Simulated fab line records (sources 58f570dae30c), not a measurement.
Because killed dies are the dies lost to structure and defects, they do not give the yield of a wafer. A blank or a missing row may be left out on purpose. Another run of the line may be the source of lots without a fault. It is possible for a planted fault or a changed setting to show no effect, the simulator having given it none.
What tool caused it? -- flow berkeley cmos170 -- Sampling: 7 lots, 21 wafers, 2 of 331 route steps

## WHAT THE GAUGES SHOWED, per wafer
UCB170_WELLDRIVE_THK_MEAS_02.
lot,measured,on,WELLDRIVE_OXIDE_THK (nm)
L645,day 4 10:25,film metro-04,200 197 200
L647,day 4 22:11,film metro-01,201 205 203
L653,day 5 21:52,film metro-04,152 153 156
L658,day 7 02:22,film metro-01,199 201 200
L663,day 8 00:16,film metro-01,192 194 194
L665,day 8 17:47,film metro-04,197 202 198
L667,day 8 17:47,film metro-01,200 202 203

## WHICH TOOL RAN EACH LOT (tool, then ch and the chambers of the sampled wafers, then the start)
lot,UCB170_WELLDRIVE_OXIDATION_01
L645,"furnace-01 ch 0, day 4 06:55"
L647,"furnace-04 ch 0, day 4 18:41"
L653,"furnace-01 ch 0, day 5 18:22"
L658,"furnace-02 ch 0, day 6 22:52"
L663,"furnace-04 ch 0, day 7 20:44"
L665,"furnace-04 ch 0, day 8 14:16"
L667,"furnace-04 ch 0, day 8 14:16"
- UCB170_WELLDRIVE_OXIDATION_01: target thk 199 nm, ox time 9000 s.

## THE ANSWER, worked out from the rows above alone
Rule: the usual values come from the lots themselves. Put in order of their means at a reading, lots are off if they are a third of the lots or fewer, leave a main group of 4 or more, and stand apart from it by a gap of 3 or more times the standard deviation of the main group's means; of several such gaps the widest counts. A main group whose means are all the same, to the digits that the tables above print for the reading, isn't used. Also off: a lot with no number at a reading for which 4 or more lots have one. Any other lot the step has rows for is counted as sound.
Off: L653, at UCB170_WELLDRIVE_THK_MEAS_02 (WELLDRIVE_OXIDE_THK). Mean 199 nm and standard deviation 3 in the main group.
If a tool, at a process step before that reading, ran all the lots that are off and no sound lot after the first of them, it fits. Gauges at UCB170_WELLDRIVE_THK_MEAS_02: tried the same way as those tools. One candidate fits, namely furnace-01 at UCB170_WELLDRIVE_OXIDATION_01. Its last sound lot is L645 (day 4 06:55), its first lot that is off L653 (day 5 18:22): a fault that began between those two fits.

## WHAT WAS PUT IN BY THE SIMULATOR
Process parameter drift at UCB170_WELLDRIVE_OXIDATION_01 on furnace-01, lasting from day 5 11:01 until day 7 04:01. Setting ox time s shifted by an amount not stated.
Lots struck among those shown: L653. The rule above found the same.
